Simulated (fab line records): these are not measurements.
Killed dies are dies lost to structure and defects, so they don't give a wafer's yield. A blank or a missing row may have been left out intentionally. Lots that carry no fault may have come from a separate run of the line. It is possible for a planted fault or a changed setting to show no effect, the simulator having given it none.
A lot that was struck, set against a sound lot + flow rit-cmos + 21 out of 202 route steps
Sound: wafers L183.1, L183.2, L183.4. Wafers L190.1, L190.2, L190.6 were the ones struck. Last of all comes the cause.
For every step that has rows: the tool of each side, followed by ch and its chambers, followed by its first start. Under that, the readings that differ: sound wafers + struck wafers + difference of the means + sigmas: that difference in standard deviations of wafers without a fault.
alike: same words and numbers on both sides, and readings whose means sit less than 2 such deviations apart. not compared: any withheld reading, any reading some wafer has no value for, any bound like >300 that may hide the same value, and any number with overlapping values for which the record gives no deviation.
The two part at a step that has a row with sigmas, a row that says differs or no value, or rows on one side only. When numbers do not overlap yet have no deviation, they are printed without sigmas and do not part them. A reading missing from all wafers of one side parts the sides only when that side holds two or more wafers.

first, 3 steps without rows for these wafers: RIT_PWELL_EXPOSE_03 (exposes mask M3, target cd 43700 nm); RIT_PWELL_PEB_04; RIT_PWELL_DEVELOP_05 (develop time 68 s).
RIT_PWELL_OVL_MEAS_06:
  sound on overlay-02, day 2 03:26; struck on overlay-01, day 3 17:13
  alike: PWELL_OVL
then, 2 steps without rows for these wafers: RIT_PWELL_HARDBAKE_07 (time 120 s); RIT_PWELL_IMPLANT_08.
RIT_PWELL_STRIP_09: strips in O2, time 180 s.
  sound on plasma-asher-03 ch 0,1, day 2 03:52; struck on plasma-asher-02 ch 0,1, day 3 17:40
  alike: drypump-motor-current-A
  not compared: rf-hours-counter-h
RIT_PWELL_TW_MEAS_10:
  sound on film-metro-02, day 2 04:03; struck on film-metro-02, day 3 17:50
  alike: PWELL_TW
then, 1 step without rows for these wafers: RIT_WELLDRIVE_ANNEAL_00 (time 14700 s).
RIT_WELLDRIVE_RS_MEAS_01: measures by four-point-probe.
  sound on film-metro-01, day 2 09:31; struck on film-metro-02, day 3 23:06
  alike: NWELL_RS
RIT_WELLDRIVE_RS_MEAS_02: measures by four-point-probe.
  sound on film-metro-01, day 2 09:38; struck on film-metro-02, day 3 23:13
| reading           | sound             | struck            | difference | sigmas |
|-------------------|-------------------|-------------------|------------|--------|
| PWELL_RS (ohm/sq) | 431.3 431.7 429.9 | 428.0 427.9 429.1 | -2.6       | -3     |
then, 1 step without rows for these wafers: RIT_NRETRO_HMDS_00 (prime time 60 s).
RIT_NRETRO_COAT_01: resist thk 1300 nm.
  sound on litho-track-03 ch 0, day 2 09:55; struck on litho-track-03 ch 0, day 3 23:29
| reading                                     | sound          | struck         | difference | sigmas |
|---------------------------------------------|----------------|----------------|------------|--------|
| model.NOVOLAK_of_NRETRO_COAT_01.thk-nm (nm) | 1301 1301 1299 | 1369 1364 1361 | +64        |        |
  alike: chill-plate-temp-C
then, 4 steps without rows for these wafers: RIT_NRETRO_SOFTBAKE_02 (time 60 s); RIT_NRETRO_EXPOSE_03 (exposes mask M4, target cd 43900 nm); RIT_NRETRO_PEB_04; RIT_NRETRO_DEVELOP_05 (develop time 68 s).
RIT_NRETRO_OVL_MEAS_06:
  sound on overlay-01, day 2 10:46; struck on overlay-01, day 4 00:13
  alike: NRETRO_OVL
RIT_NRETRO_HARDBAKE_07: time 120 s.
  sound on litho-track-03 ch 0, day 2 10:48; struck on litho-track-04 ch 0, day 4 00:16
| reading                                     | sound          | struck         | difference | sigmas |
|---------------------------------------------|----------------|----------------|------------|--------|
| model.NOVOLAK_of_NRETRO_COAT_01.thk-nm (nm) | 1138 1137 1136 | 1196 1192 1189 | +55        |        |
  alike: chill-plate-temp-C
then, 1 step without rows for these wafers: RIT_NRETRO_IMPLANT_08.
RIT_M1_PROBE_99:
  sound on prober-02, day 3 14:14; struck on prober-01, day 5 06:10
| reading             | sound    | struck | difference | sigmas |
|---------------------|----------|--------|------------|--------|
| killed-at-front-end | 12 11 15 | 3 2 4  | -10        | -3     |
| killed-dies         | 12 11 15 | 4 2 4  | -9         | -3     |
| killed-open         | 7 7 8    | 2 2 3  | -5         | -2     |
| killed-short        | 5 4 7    | 2 0 1  | -4         | -2     |
  alike: killed-at-contacts

WHERE THEY PART
Earliest at RIT_WELLDRIVE_RS_MEAS_02; latest, in this record, at RIT_M1_PROBE_99.

WHY: what the simulator had put in
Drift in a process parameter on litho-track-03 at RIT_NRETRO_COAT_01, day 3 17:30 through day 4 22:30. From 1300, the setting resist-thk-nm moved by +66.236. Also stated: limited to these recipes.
